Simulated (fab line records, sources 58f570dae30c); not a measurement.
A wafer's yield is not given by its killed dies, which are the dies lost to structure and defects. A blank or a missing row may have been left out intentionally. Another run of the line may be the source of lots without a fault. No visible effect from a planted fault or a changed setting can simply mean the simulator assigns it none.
Split-lot experiment    flow berkeley cmos170    23 wafers read across 5 lots, on a route 331 steps long

== THE SPLIT ==
At UCB170_NLDD_COAT_01 (resist thk 900 nm), the setting resist thk nm was moved away from the recipe's 900 nm on 6 of the 23 wafers read, by -3.3% to +2.7%. The other wafers ran this setting at the recipe's value.

Reading taken at the split's own step.

== THE READING ==
KrF_of_NLDD_COAT_01.thk nm (the simulator's own value, which no gauge read), in nm, at UCB170_NLDD_COAT_01 (resist thk 900 nm). The file does not state a usual value for it. Average 903.0 nm, standard deviation 1.6 nm, over the 17 wafers here run with the recipe.

wafer   tool, chamber at the split  resist thk nm as run, nm  against the recipe  KrF_of_NLDD_COAT_01.thk nm, nm  against lot-mates on the recipe
L075.3  litho track-03, 0           900                       recipe              903.7                           -
L075.4  litho track-03, 0           900                       recipe              902.7                           -
L075.5  litho track-03, 0           900                       recipe              904.1                           -
L076.1  litho track-01, 0           913.8                     +1.5%               918.2                           +13.5
L076.2  litho track-01, 0           900                       recipe              904                             -
L076.4  litho track-01, 0           900                       recipe              904.8                           -
L076.5  litho track-01, 0           913.8                     +1.5%               921.3                           +16.6
L076.6  litho track-01, 0           900                       recipe              905.4                           -
L077.1  litho track-03, 0           900                       recipe              903.9                           -
L077.3  litho track-03, 0           900                       recipe              904.4                           -
L077.4  litho track-03, 0           900                       recipe              902.1                           -
L077.5  litho track-03, 0           900                       recipe              902.3                           -
L077.6  litho track-03, 0           900                       recipe              903.6                           -
L079.1  litho track-01, 0           900                       recipe              901.8                           -
L079.3  litho track-01, 0           900                       recipe              900.8                           -
L079.4  litho track-01, 0           870.1                     -3.3%               870.5                           -30.2
L079.5  litho track-01, 0           870.1                     -3.3%               871.5                           -29.2
L079.6  litho track-01, 0           900                       recipe              899.6                           -
L082.1  litho track-03, 0           900                       recipe              902.2                           -
L082.2  litho track-03, 0           900                       recipe              900.8                           -
L082.3  litho track-03, 0           924.6                     +2.7%               926.7                           +24.3
L082.4  litho track-03, 0           924.6                     +2.7%               925.3                           +22.9
L082.5  litho track-03, 0           900                       recipe              904.2                           -

THE FIT
A straight line over all 23 wafers: KrF_of_NLDD_COAT_01.thk nm changes by +9.35 nm for each +1% of resist thk nm; r = +0.99; the points scatter about the line by 1.9 nm.
The same after taking each lot's own level away (the mean of its wafers on the recipe; 23 wafers): +8.93 nm for each +1%; r = +1.00; scatter 1.1 nm.
Per that fit: largest resist thk nm move, reading shift of 30 nm.
The lots' own levels span 900.73 to 904.73 nm, that is 2.6 times the standard deviation above.
So the lot-to-lot level changes the slope little: the two slopes agree.
Check: with one of the wafers moved furthest among these (-3.3%) left out of the fit, the line predicts -29.3 nm for it against its lot-mates. Against them it came out at -30.2 nm.

== THE WHOLE CHAIN: every reading that the file lists as answering this split, in the file's order ==
step                  what it does       reading                                                                      change (the file's fit)               r (the file's)
UCB170_NLDD_COAT_01   resist thk 900 nm  KrF_of_NLDD_COAT_01.thk nm (the simulator's own value, which no gauge read)  +8.93 nm for each +1% of the setting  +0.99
UCB170_NLDD_STRIP_10  strips in O2       strip time to endpoint s                                                     withheld for each +1% of the setting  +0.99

== FILE'S OWN FIT ==
KrF_of_NLDD_COAT_01.thk nm changes by +8.93 nm for each +1% of resist thk nm, r = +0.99.
